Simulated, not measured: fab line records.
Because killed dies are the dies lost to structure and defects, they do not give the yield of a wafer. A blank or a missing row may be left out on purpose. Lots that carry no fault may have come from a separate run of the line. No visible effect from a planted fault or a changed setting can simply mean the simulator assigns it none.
A struck lot beside a sound one | flow berkeleyCmos170 | 14 out of 331 route steps
Sound: these wafers, L436.2, L436.5, L436.6. The struck wafers were L445.1, L445.2, L445.3. At the end, the cause is stated.
Per side, at each step with rows, come the tool, then ch with its chambers, and then its first start. Under that, the readings that differ: sound wafers | struck wafers | difference of the means | sigmas: that difference in standard deviations of wafers without a fault.
alike: a reading whose means differ by less than 2 such deviations, as well as words and numbers matching on both sides. not compared: withheld readings; readings where some wafer has no value; bounds like >300 that might hide an equal value; numbers whose values overlap and for which the record gives no deviation.
The two part at a step that has a row with sigmas, a row that says differs or no value, or rows on one side only. Numbers that don't overlap but have no deviation are shown without sigmas and don't part them. A reading that every wafer of one side lacks parts them only if that side has two wafers or more.

first, 2 steps without rows for these wafers: UCB170_FIELD_CLEAN_00 (cleans in dHF, time 7.5 s); UCB170_FIELD_OXIDATION_01 (target thk 558.3 nm, ox time 7200 s).
UCB170_FIELD_THK_MEAS_02:
  sound on filmMetro-03 at day 5 17:07; struck on filmMetro-04 at day 8 01:17
  alike: FIELD_OXIDE_THK
then, 4 steps without rows for these wafers: UCB170_FIELD_ANNEAL_03 (time 1200 s); UCB170_FIELD_WET_ETCH_04 (etches SiO2 in dHF, time 60 s); UCB170_FIELD_WET_ETCH_05 (etches Si3N4 in H3PO4, time 12600 s); UCB170_FIELD_WET_ETCH_06 (etches SiO2 in BOE, time 22 s).
UCB170_FIELD_THK_MEAS_90:
  sound on filmMetro-03 at day 6 00:29; struck on filmMetro-03 at day 8 14:14
  alike: FIELD_OXIDE_LEFT_1_THK
then, 2 steps without rows for these wafers: UCB170_SACOX_CLEAN_00 (cleans in dHF, time 7.5 s); UCB170_SACOX_OXIDATION_01 (target thk 14.4 nm, ox time 2400 s).
UCB170_SACOX_THK_MEAS_02:
  sound on filmMetro-02 at day 6 09:38; struck on filmMetro-02 at day 8 20:59
reading              | sound          | struck         | difference | sigmas
SACOX_OXIDE_THK (nm) | 14.6 14.6 14.8 | 13.7 13.7 13.8 | -0.9       | -3
then, 1 step without rows for these wafers: UCB170_SCREENOX_WET_ETCH_00 (etches SiO2 in dHF, time 200 s).
UCB170_SCREENOX_OXIDATION_01: target thk 14.4 nm, ox time 2400 s.
  sound on furnace-01 ch 0, day 6 15:19; struck on furnace-04, day 9 02:19
  no value came back on the struck wafers for oxTempC (C), oxTempCMax; on the sound wafers oxTempC (C) reads 899.4 899.9 899.8
then, 1 step without rows for these wafers: UCB170_SCREENOX_ANNEAL_03 (time 900 s).

WHERE THEY PART
At UCB170_SACOX_THK_MEAS_02 first; at UCB170_SCREENOX_OXIDATION_01 last (within this record only).

WHY: what had been put in by the simulator
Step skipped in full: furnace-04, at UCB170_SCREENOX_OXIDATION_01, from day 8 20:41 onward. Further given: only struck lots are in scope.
